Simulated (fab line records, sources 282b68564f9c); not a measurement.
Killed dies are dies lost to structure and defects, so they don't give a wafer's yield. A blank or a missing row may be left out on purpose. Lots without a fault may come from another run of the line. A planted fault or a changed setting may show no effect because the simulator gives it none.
fab line records | flow rit_cmos
record lots=6 wafers=18 last_day=8
route steps=202 shown M1@185
lots that met no fault: from a run of the same line without faults
start_h: hours from the record's first day to the start of the lot's first wafer shown | wait_h: hours since the lot's step before | " the same as in the row above | L1.1+2: a row that stands for several wafers | - no value, or no start given | * or withheld: withheld | < > ~ a bound
route shown NAME@n: a module of which the file shows steps, and the number in the route of the first | usual: mean/standard deviation of fault-free wafers | same: alike in all rows | chamber/n: place in a boat | sites: the reading at each site | _std_site: their standard deviation | _edge_site: outer sites' mean less inner sites' | radius_mm: how far each site lies from the wafer's centre | mask NAME#n: copy n | behind: the tool/chamber that last shaped the wafer | hold: why the lot was held/for how many hours/how that ended | device: the transistor (n, p or np) that didn't switch | end of line: the same wafers' tests at the end of the route | a step without rows: its recipe alone | killed: dies lost to structure and defects at the first sort, not the wafer's yield | map: a wafer's dies, x killed, . not, _ none there
set.NAME: the setting as run; set.NAME@STEP: as run at that earlier step | model.NAME: the simulator's own value behind a step, which no gauge read
lots at some steps of the route; a table a step, a row a wafer
services: from which hour (start_h, from the record's first day; less than 0 if before it) a tool's chamber was out of use, for how many hours, and why
## steps
# step RIT_M1_RS_MEAS_01
# recipe thk_meas_gauge=four-point-probe reads=Al_of_M1_SPUTTER_00
# usual M1_AL_RS=0.0739/0.00083
# columns lot.wafer tool chamber start_h wait_h M1_AL_RS[ohm/sq]
L141.1 film_metro-01 - 62.30 0.1 0.0739
L141.4 " - " " 0.0740
L141.5 " - " " 0.0729
L146.3 film_metro-01 - 89.42 0.2 0.0729
L146.4 " - " " 0.0746
L146.5 " - " " 0.0733
L150.1 film_metro-04 - 110.24 0.1 0.0742
L150.2 " - " " 0.0732
L150.4 " - " " 0.0750
L153.1 film_metro-03 - 128.39 0.1 0.0726
L153.5 " - " " 0.0726
L153.6 " - " " 0.0740
L161.1 film_metro-04 - 181.20 0.1 0.0749
L161.5 " - " " 0.0751
L161.6 " - " " 0.0738
L163.1 film_metro-04 - 187.28 0.1 0.0729
L163.3 " - " " 0.0751
L163.5 " - " " 0.0760
# step RIT_M1_THK_MEAS_02
# recipe thk_meas_gauge=xrf reads=Al_of_M1_SPUTTER_00
# usual M1_AL_THK=395/4.9
# columns lot.wafer tool chamber start_h wait_h M1_AL_THK[nm]
L141.1 film_metro-01 - 62.42 0.1 399
L141.4 " - " " 397
L141.5 " - " " 405
L146.3 film_metro-01 - 89.52 0.1 404
L146.4 " - " " 394
L146.5 " - " " 401
L150.1 film_metro-04 - 110.36 0.1 391
L150.2 " - " " 397
L150.4 " - " " 390
L153.1 film_metro-03 - 128.51 0.1 405
L153.5 " - " " 404
L153.6 " - " " 398
L161.1 film_metro-04 - 181.32 0.1 387
L161.5 " - " " 389
L161.6 " - " " 394
L163.1 film_metro-04 - 187.40 0.1 400
L163.3 " - " " 390
L163.5 " - " " 385
# step RIT_M1_HMDS_03
# recipe prime_time_s=60 prime_temp_c=140
# step RIT_M1_COAT_04
# recipe resist=NOVOLAK spin_rpm=2000 resist_thk_nm=1300
# step RIT_M1_SOFTBAKE_05
# recipe resist=NOVOLAK temp_c=90 time_s=60
# step RIT_M1_EXPOSE_06
# recipe mask_id=M12 na=0.6 source_shape=conventional sigma_outer=0.5 target_cd_nm=2600 dose_mj=250
# step RIT_M1_PEB_07
# recipe resist=NOVOLAK temp_c=withheld time_s=withheld
# step RIT_M1_DEVELOP_08
# recipe resist=NOVOLAK develop_time_s=68 dev_temp_c=23
# step RIT_M1_CD_MEAS_09
# recipe target_cd_nm=2600
# usual cd_nm=2599.7/2
# columns lot.wafer tool chamber start_h wait_h cd_nm
L141.1 cd_sem-01 - 63.36 - 2601.9
L141.4 " - " " 2600.8
L141.5 " - " " 2602.0
L146.3 cd_sem-02 - 90.61 - 2597.5
L146.4 " - " " 2597.8
L146.5 " - " " 2597.4
L150.1 cd_sem-01 - 111.42 - 2597.1
L150.2 " - " " 2595.9
L150.4 " - " " 2598.7
L153.1 cd_sem-02 - 129.45 - 2597.3
L153.5 " - " " 2599.4
L153.6 " - " " 2596.6
L161.1 cd_sem-02 - 182.38 - 2599.9
L161.5 " - " " 2599.3
L161.6 " - " " 2599.2
L163.1 cd_sem-01 - 188.34 - 2598.2
L163.3 " - " " 2598.9
L163.5 " - " " 2598.6
# step RIT_M1_OVL_MEAS_10
# usual M1_OVL=-0.3/1.6
# columns lot.wafer tool chamber start_h wait_h M1_OVL[nm]
L141.1 overlay-02 - 63.48 0.1 -1.0
L141.4 " - " " -1.2
L141.5 " - " " -2.9
L146.3 overlay-01 - 90.70 0.1 -0.1
L146.4 " - " " 1.3
L146.5 " - " " -0.8
L150.1 overlay-01 - 111.54 0.1 -1.7
L150.2 " - " " -0.3
L150.4 " - " " 0.9
L153.1 overlay-02 - 129.57 0.1 0.7
L153.5 " - " " 2.0
L153.6 " - " " 0.9
L161.1 overlay-02 - 182.50 0.1 -0.3
L161.5 " - " " -0.7
L161.6 " - " " 0.1
L163.1 overlay-02 - 188.46 0.1 -0.9
L163.3 " - " " 0.7
L163.5 " - " " 1.5
# step RIT_M1_HARDBAKE_11
# recipe resist=NOVOLAK temp_c=140 time_s=120
# step RIT_M1_METAL_ETCH_12
# recipe stop_on=SiO2 chemistry=Cl2/BCl3 target=Al time_s=165 over_etch_frac=0.5 pressure_mtorr=100 target_depth_a=6000 rf_w=250 Cl2_flow_sccm=60 bcl3_flow_sccm=50
# usual drypump_motor_current_A=5.5/0.36 oes_product_au=0.776/0.0096 throttle_valve_pct=8.43/0.11
# columns lot.wafer tool chamber start_h wait_h drypump_motor_current_A oes_product_au rf_hours_counter_h throttle_valve_pct
L141.1 rie_metal-01 1 63.77 0.2 5.1 0.774 2 8.48
L141.4 " 1 " " 5.1 0.766 - 8.48
L141.5 " 1 " " 5.1 0.773 - 8.48
L146.3 rie_metal-01 0 91.29 0.2 5.5 0.795 - 8.56
L146.4 " 1 " " 5.1 0.769 - 8.48
L146.5 " 1 " " 5.1 0.769 - 8.48
L150.1 rie_metal-04 1 111.83 0.2 5.0 0.772 5 8.36
L150.2 " 0 " " 5.5 0.783 5 8.43
L150.4 " 1 " " 5.0 0.762 - 8.35
L153.1 rie_metal-04 0 129.86 0.2 5.5 0.779 5 8.41
L153.5 " 0 " " 5.5 0.791 - 8.42
L153.6 " 1 " " 5.0 0.771 - 8.33
L161.1 rie_metal-02 1 182.79 0.2 5.8 0.773 0 8.52
L161.5 " 0 " " 6.1 0.766 - 8.20
L161.6 " 1 " " 5.8 0.781 - 8.51
L163.1 rie_metal-01 0 188.75 0.2 5.6 0.796 4 8.55
L163.3 " 1 " " 5.1 0.760 - 8.47
L163.5 " 0 " " 5.6 0.765 - 8.55
# step RIT_M1_STRIP_13
# recipe chemistry=nmp resist=NOVOLAK temp_c=80 time_s=600 dry=n2_spin
# columns lot.wafer tool chamber start_h wait_h
L141.1+4+5 wet_bench-03 3 63.93 0.1
L146.3+4+5 wet_bench-01 0 91.40 0.1
L150.1+2+4 wet_bench-01 3 111.99 0.1
L153.1+5+6 wet_bench-01 0 130.02 0.1
L161.1+5+6 wet_bench-03 1 182.95 0.1
L163.1+3+5 wet_bench-04 1 188.91 0.1
# step RIT_M1_STRIP_14
# recipe chemistry=O2 time_s=180 platen_temp_c=withheld power_w=500 pressure_mtorr=4000 o2_flow_sccm=4000
# usual drypump_motor_current_A=5.4/0.34 rf_refl_power_W=6.7/1.1
# columns lot.wafer tool chamber start_h wait_h drypump_motor_current_A rf_hours_counter_h rf_refl_power_W
L141.1 plasma_asher-03 1 64.11 0.0 5.3 27 5.7
L141.4 " 1 " " 5.3 - 5.4
L141.5 " 1 " " 5.3 - 5.3
L146.3 plasma_asher-04 1 91.63 0.1 5.9 - 7.3
L146.4 " 0 " " 5.3 - 7.4
L146.5 " 0 " " 5.3 - 7.5
L150.1 plasma_asher-01 1 112.17 0.0 4.9 39 7.6
L150.2 " 0 " " 5.3 39 7.2
L150.4 " 0 " " 5.3 - 7.1
L153.1 plasma_asher-03 1 130.19 0.0 5.3 34 6.1
L153.5 " 0 " " 5.8 - 4.9
L153.6 " 1 " " 5.3 - 6.0
L161.1 plasma_asher-01 0 183.14 0.0 5.3 45 7.2
L161.5 " 0 " " 5.3 - 7.1
L161.6 " 1 " " 4.9 - 7.8
L163.1 plasma_asher-03 1 189.09 0.0 5.2 40 6.0
L163.3 " 1 " " 5.2 - 5.8
L163.5 " 0 " " 5.8 - 5.0
# step RIT_M1_CD_MEAS_90
# recipe target_cd_nm=2600
# usual cd_nm=2600/3.3
# columns lot.wafer tool chamber start_h wait_h cd_nm
L141.1 cd_sem-01 - 64.28 0.1 2598
L141.4 " - " " 2597
L141.5 " - " " 2599
L146.3 cd_sem-01 - 91.79 0.1 2600
L146.4 " - " " 2595
L146.5 " - " " 2595
L150.1 cd_sem-02 - 112.34 0.1 2599
L150.2 " - " " 2596
L150.4 " - " " 2600
L153.1 cd_sem-02 - 130.37 0.1 2594
L153.5 " - " " 2597
L153.6 " - " " 2597
L161.1 cd_sem-02 - 183.32 0.1 2603
L161.5 " - " " 2600
L161.6 " - " " 2601
L163.1 cd_sem-02 - 189.26 0.1 2600
L163.3 " - " " 2596
L163.5 " - " " 2601
# step RIT_M1_ANNEAL_15
# recipe temp_c=450 time_s=1800 ambient=forming_gas_H2N2
# step RIT_M1_BOW_MEAS_16
# recipe mode=bow
# usual M1_BOW=17/6.8
# columns lot.wafer tool chamber start_h wait_h M1_BOW[um]
L141.1 film_metro-04 - 65.90 0.0 20
L141.4 " - " " 30
L141.5 " - " " 23
L146.3 film_metro-03 - 93.41 0.0 24
L146.4 " - " " 24
L146.5 " - " " 26
L150.1 film_metro-03 - 113.96 0.0 17
L150.2 " - " " 15
L150.4 " - " " 14
L153.1 film_metro-04 - 131.99 0.0 16
L153.5 " - " " 14
L153.6 " - " " 11
L161.1 film_metro-04 - 184.94 0.0 15
L161.5 " - " " 9
L161.6 " - " " 14
L163.1 film_metro-01 - 190.88 0.0 12
L163.3 " - " " 17
L163.5 " - " " 28
# step RIT_M1_PROBE_99
# usual defect_limited_yield=97.2/1.2 killed_at_M0_to_M3=0.0/0.083 killed_at_contacts=0.1/0.27 killed_at_front_end=7/3.1 killed_dies=7/3.2 killed_open=3.8/2.1 killed_short=3.6/2 sort_bin_3_pad_short=0.1/0.22 sort_bin_5_function=1.7/0.8 sort_bin_6_memory=1.0/0.64 sort_n_pass=257/3.2 sort_yield_pct=97.2/1.2
# same gross_dies=264 killed_at_M4_up=0 killed_at_back_side=0 killed_at_other=0
# columns lot.wafer tool chamber start_h wait_h defect_limited_yield[%] killed_at_M0_to_M3 killed_at_contacts killed_at_front_end killed_dies killed_open killed_short sort_bin_3_pad_short[%] sort_bin_5_function[%] sort_bin_6_memory[%] sort_n_pass sort_yield_pct[%] model.etest.tester.sort_n_pass model.etest.tester.sort_yield_pct model.etest.tester.sort_bin_5_pct model.etest.tester.sort_bin_3_pct model.etest.tester.sort_bin_6_pct
L141.1 prober-02 - 66.02 0.1 97.0 0 0 8 8 4 4 0 2.7 0.4 256 97.0 256 96.97 2.652 0 0.3788
L141.4 prober-02 - 66.17 0.2 95.5 0 0 12 12 6 6 0 3.0 1.5 252 95.5 252 95.45 3.03 0 1.515
L141.5 prober-02 - 66.22 0.2 98.5 0 0 4 4 4 0 0 1.5 0 260 98.5 260 98.48 1.515 0 0
L146.3 prober-01 - 93.59 0.2 98.5 0 0 4 4 2 2 0 1.5 0 260 98.5 260 98.48 1.515 0 0
L146.4 prober-01 - 93.64 0.2 98.1 0 0 5 5 2 3 0 1.1 0.8 259 98.1 259 98.11 1.136 0 0.7576
L146.5 prober-01 - 93.69 0.2 98.1 0 0 5 5 3 2 0 1.1 0.8 259 98.1 259 98.11 1.136 0 0.7576
L150.1 prober-01 - 114.08 0.1 82.2 40 1 6 47 5 2 3.4 11.0 3.4 217 82.2 217 82.2 10.98 3.409 3.409
L150.2 prober-01 - 114.13 0.1 85.2 35 0 4 39 4 0 3.0 9.1 2.7 225 85.2 225 85.23 9.091 3.03 2.652
L150.4 prober-01 - 114.23 0.2 83.0 40 0 5 45 2 3 1.9 10.6 4.5 219 83.0 219 82.95 10.61 1.894 4.545
L153.1 prober-02 - 132.11 0.1 84.1 37 0 5 42 0 5 4.2 11.4 0.4 222 84.1 222 84.09 11.36 4.167 0.3788
L153.5 prober-02 - 132.31 0.2 82.6 38 1 7 46 4 4 4.9 9.8 2.7 218 82.6 218 82.58 9.848 4.924 2.652
L153.6 prober-02 - 132.36 0.2 84.1 37 0 5 42 2 3 2.7 11.7 1.5 222 84.1 222 84.09 11.74 2.652 1.515
L161.1 prober-02 - 185.06 0.1 98.9 0 0 3 3 2 1 0 0.4 0.8 261 98.9 261 98.86 0.3788 0 0.7576
L161.5 prober-02 - 185.26 0.2 98.1 0 0 5 5 1 4 0 1.5 0.4 259 98.1 259 98.11 1.515 0 0.3788
L161.6 prober-02 - 185.31 0.2 97.3 0 1 6 7 4 3 0 1.9 0.8 257 97.3 257 97.35 1.894 0 0.7576
L163.1 prober-01 - 191.00 0.1 95.8 0 0 11 11 7 4 0 1.5 2.7 253 95.8 253 95.83 1.515 0 2.652
L163.3 prober-01 - 191.10 0.2 97.7 0 0 6 6 5 1 0 1.9 0.4 258 97.7 258 97.73 1.894 0 0.3788
L163.5 prober-01 - 191.20 0.2 97.7 0 1 5 6 4 2 0 1.9 0.4 258 97.7 258 97.73 1.894 0 0.3788
# killed by level:class
L141.1 GATE:geometric_particle:short=2 GATE:geometric_particle:open=2 FOX1:geometric_particle:open=1 FOX1:geometric_particle:short=1 FOX2:geometric_particle:open=1 REOX:geometric_particle:short=1
L141.4 GATE:geometric_particle:short=4 GATE:geometric_particle:open=3 REOX:geometric_particle:open=2 SILICIDE:geometric_particle:short=2 FOX2:geometric_particle:open=1
L141.5 REOX:geometric_particle:open=3 SILICIDE:geometric_particle:open=1
L146.3 FOX1:geometric_particle:open=2 GATE:geometric_particle:short=2
L146.4 FOX1:geometric_particle:short=2 FOX2:geometric_particle:open=1 REOX:geometric_particle:open=1 REOX:geometric_particle:short=1
L146.5 GATE:geometric_particle:open=2 FOX1:geometric_particle:short=1 GATE:geometric_particle:short=1 SPACER:geometric_particle:open=1
L150.1 M1:unspecified=40 SILICIDE:geometric_particle:open=2 FOX1:geometric_particle:short=1 FOX2:geometric_particle:open=1 GATE:geometric_particle:short=1 REOX:geometric_particle:open=1 CONTACT:geometric_particle:open=1
L150.2 M1:unspecified=35 FOX1:geometric_particle:open=2 FOX2:geometric_particle:open=1 GATE:geometric_particle:open=1
L150.4 M1:unspecified=40 FOX2:geometric_particle:short=2 FOX2:geometric_particle:open=1 GATE:geometric_particle:short=1 SPACER:geometric_particle:open=1
L153.1 M1:unspecified=37 SPACER:geometric_particle:short=2 FOX1:geometric_particle:short=1 GATE:geometric_particle:short=1 REOX:geometric_particle:short=1
L153.5 M1:unspecified=38 FOX1:geometric_particle:short=1 FOX2:geometric_particle:open=1 FOX2:geometric_particle:short=1 GATE:geometric_particle:short=1 REOX:geometric_particle:open=1 SPACER:geometric_particle:short=1 SILICIDE:geometric_particle:open=1
L153.6 M1:unspecified=37 FOX1:geometric_particle:open=2 FOX1:geometric_particle:short=2 GATE:geometric_particle:short=1
L161.1 REOX:geometric_particle:open=1 SPACER:geometric_particle:open=1 SILICIDE:geometric_particle:short=1
L161.5 FOX1:geometric_particle:short=2 GATE:geometric_particle:short=2 SPACER:geometric_particle:open=1
L161.6 SPACER:geometric_particle:open=2 GATE:geometric_particle:open=1 REOX:geometric_particle:open=1 SPACER:geometric_particle:short=1 SILICIDE:geometric_particle:short=1 CONTACT:geometric_particle:short=1
L163.1 SPACER:geometric_particle:open=3 GATE:geometric_particle:open=2 GATE:geometric_particle:short=2 SPACER:geometric_particle:short=2 REOX:geometric_particle:open=1 SILICIDE:geometric_particle:open=1
L163.3 GATE:geometric_particle:open=3 GATE:geometric_particle:short=1 SPACER:geometric_particle:open=1 SILICIDE:geometric_particle:open=1
L163.5 SPACER:geometric_particle:open=2 GATE:geometric_particle:short=1 REOX:geometric_particle:open=1 SILICIDE:geometric_particle:short=1 CONTACT:geometric_particle:open=1
# map L150.1 (x killed, . not)
________......._______
_____.............____
____...............___
___...xxx.x.........__
__..x.xxxxx.........._
__..xxxxxxxxxx......._
_....xxxxxxxx........x
_.....xxxxxxx.........
_......xxxxx..........
_...x.....x...........
__.x................._
__..................._
___.x...............__
____...............___
_____.........x.x.____
________......._______
# map L153.5 (x killed, . not)
________......._______
_____.............____
____..............x___
___.................__
__...........x......._
__..........xx.x.x..._
_.......x....xxxxx....
_...........xxxxxx.x..
_.....x....xxxxxxxx...
_...........xxxxxxx...
__x.........xxxxxx..._
__......x............_
___.................__
____.......x.......___
_____...x....x....____
________......._______
## services
# columns tool chamber start_h hours kind
plasma_asher-03 - 54.35 4.3 repair
rie_metal-04 - 54.64 2.8 pm
plasma_asher-01 - 54.84 6.3 repair
rie_metal-04 - 91.14 0.1 repair
rie_metal-01 - 112.92 1.4 pm
rie_metal-02 - 125.76 14.6 pm
wet_bench-01 - 138.83 1.8 repair
rie_metal-02 - 140.36 20.0 pm
rie_metal-02 0 140.36 20.0 vent_cycle
rie_metal-02 1 140.36 20.0 vent_cycle
rie_metal-04 1 154.11 3.1 repair
rie_metal-02 - 160.36 2.8 pm
rie_metal-02 0 160.36 - clean
rie_metal-02 1 160.36 - clean
rie_metal-01 1 167.70 1.4 repair
## key
first_sign step=RIT_M1_PROBE_99 reading=killed_at_M0_to_M3 direction=up sigmas=38 usual=0.0 struck=37.8
effect step=RIT_M1_PROBE_99 reading=defect_limited_yield direction=down sigmas=11 usual=97.2 struck=83.5
model_effect step=RIT_M1_PROBE_99 value=etest.tester.sort_n_pass without=256.8 struck=220.5
met_at RIT_M1_STRIP_13
struck_wafers L150.1,L150.2,L150.4,L153.1,L153.5,L153.6
onset_between 91.40 111.99
also_fits RIT_M1_METAL_ETCH_12:rie_metal-04
fault kind=chamber_particle_source tool=wet_bench-01 chamber=- onset_h=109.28 steps=RIT_M1_STRIP_13 rate_per_visit_cm2=1.4937 end_h=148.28
